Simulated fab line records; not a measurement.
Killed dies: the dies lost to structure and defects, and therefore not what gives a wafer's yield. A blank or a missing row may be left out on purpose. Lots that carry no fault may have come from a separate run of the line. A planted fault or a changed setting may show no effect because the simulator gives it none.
A lot that was struck, set against a sound lot || flow rit_cmos || 28 steps out of a route of 202
Sound: the wafers L482.2, L482.5, L482.6. Wafers struck: L478.1, L478.2, L478.4. At the end, the cause is stated.
Order at every step that has rows: each side's tool, ch and its chambers, its first start. Under that, the readings that differ: sound wafers || struck wafers || difference of the means || sigmas: that difference in standard deviations of wafers without a fault.
alike: words and numbers the same on both sides, and readings whose means are apart by under 2 such deviations; not compared: readings that were withheld, readings missing a value for some wafer, numbers with overlapping values and no deviation given by the record, and bounds like >300 which may hide the same value.
The two part at a step that has a row with sigmas, a row that says differs or no value, or rows on one side only. Non-overlapping numbers with no deviation appear without sigmas and do not part them. A reading that every wafer of one side lacks parts them only if that side has two wafers or more.

RIT_ACTIVE_BOW_MEAS_00:
  sound on film_metro-01 at day 6 00:01; struck on film_metro-01 at day 5 04:00
  alike: INCOMING_BOW
RIT_ACTIVE_OXIDATION_01: target thk 46.8 nm, ox time 3360 s.
  sound on furnace-04 ch 0, day 6 00:07; struck on furnace-01 ch 0, day 5 04:07
{"reading": "spike_tc_centre_C (C)", "sound": "1002.2 1001.6 1003.0", "struck": "1016.4 1016.5 1017.2", "difference": "+14.4", "sigmas": "+13"}
{"reading": "spike_tc_load_C (C)", "sound": "1029.6 1032.3 1031.0", "struck": "1044.5 1045.1 1044.3", "difference": "+13.7", "sigmas": "+10"}
{"reading": "spike_tc_source_C (C)", "sound": "1026.8 1025.6 1025.4", "struck": "1041.6 1040.9 1039.9", "difference": "+14.9", "sigmas": "+10"}
{"reading": "tube_center_temp_C (C)", "sound": "1000.1 999.91 1000", "struck": "1014.9 1015 1015.1", "difference": "+15.0", "sigmas": "+99 or more"}
{"reading": "tube_center_temp_C_max", "sound": "1002.4 1002.6 1002.4", "struck": "1017.2 1017.9 1017.3", "difference": "+15.0", "sigmas": "+34"}
{"reading": "model.SiO2_of_ACTIVE_OXIDATION_01.thk_nm (nm)", "sound": "46.97 46.4 46.41", "struck": "54.15 53.76 53.79", "difference": "+7.31", "sigmas": ""}
RIT_ACTIVE_THK_MEAS_02:
  sound on film_metro-01 at day 6 02:04; struck on film_metro-04 at day 5 06:17
{"reading": "ACTIVE_OXIDE_THK (nm)", "sound": "47.0 46.4 46.4", "struck": "54.2 53.8 53.8", "difference": "+7.3", "sigmas": "+8"}
  not compared: hold
then, 1 step without rows for these wafers: RIT_ACTIVE_CVD_03 (deposits Si3N4 from SiH2Cl2/NH3, target thk 150 nm, time 1500 s).
RIT_ACTIVE_THK_MEAS_04:
  the record holds rows for the sound wafers here (film_metro-04, day 6 04:15) but none for the struck ones
then, 6 steps without rows for these wafers: RIT_ACTIVE_HMDS_05 (prime time 60 s); RIT_ACTIVE_COAT_06 (resist thk 1000 nm); RIT_ACTIVE_SOFTBAKE_07 (time 60 s); RIT_ACTIVE_EXPOSE_08 (exposes mask M1, target cd 1400 nm); RIT_ACTIVE_PEB_09; RIT_ACTIVE_DEVELOP_10 (develop time 50 s).
RIT_ACTIVE_CD_MEAS_11: the cd target is 1400 nm.
  the record holds rows for the sound wafers here (cd_sem-01, day 6 05:17) but none for the struck ones
then, 1 step without rows for these wafers: RIT_ACTIVE_HARDBAKE_12 (time 60 s).
RIT_ACTIVE_ETCH_13: etches Si3N4 in SF6, stops on SiO2, time 210 s, target depth 210 nm.
  the record has rows for the sound wafers here (rie_diel-01 ch 0,2,3, day 6 05:32) and none for the struck ones
RIT_ACTIVE_STRIP_14: strips in O2, time 180 s.
  the record has rows for the sound wafers here (plasma_asher-02 ch 0,1, day 6 05:41) and none for the struck ones
RIT_ACTIVE_CD_MEAS_90: the cd target is 1400 nm.
  the record holds rows for the sound wafers here (cd_sem-01, day 6 05:52) but none for the struck ones
then, 4 steps without rows for these wafers: RIT_ACTIVE_CLEAN_15 (cleans in SC1, time 600 s); RIT_ACTIVE_CLEAN_16 (cleans in dHF, time 30 s); RIT_ACTIVE_CLEAN_17 (cleans in SC2, time 600 s); RIT_FOX1_OXIDATION_00 (target thk 350.7 nm, ox time 1130 s).
RIT_FOX1_THK_MEAS_01:
  the record holds rows for the sound wafers here (film_metro-03, day 6 07:40) but none for the struck ones
then, 2 steps without rows for these wafers: RIT_FOX1_WET_ETCH_02 (etches SiO2 in BOE, target depth 350 nm, time 390 s); RIT_FOX2_OXIDATION_00 (target thk 350.7 nm, ox time 1130 s).
RIT_FOX2_THK_MEAS_01:
  the record holds rows for the sound wafers here (film_metro-04, day 6 09:09) but none for the struck ones
then, 1 step without rows for these wafers: RIT_FOX2_CLEAN_02 (cleans in dHF, time 180 s).
RIT_FOX2_WET_ETCH_03: etches Si3N4 in H3PO4, target depth 195 nm, time 2700 s.
  the record has rows for the sound wafers here (wet_bench-04 ch 3, day 6 09:16) and none for the struck ones
RIT_FOX2_THK_MEAS_90:
  the record holds rows for the sound wafers here (film_metro-03, day 6 10:02) but none for the struck ones
then, 1 step without rows for these wafers: RIT_M1_PROBE_99.

WHERE THEY PART
Last at RIT_FOX2_THK_MEAS_90 as far as this record goes, first at RIT_ACTIVE_OXIDATION_01.

WHY: what had been put in by the simulator
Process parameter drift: furnace-01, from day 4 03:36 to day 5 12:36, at RIT_ACTIVE_OXIDATION_01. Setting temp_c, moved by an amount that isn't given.
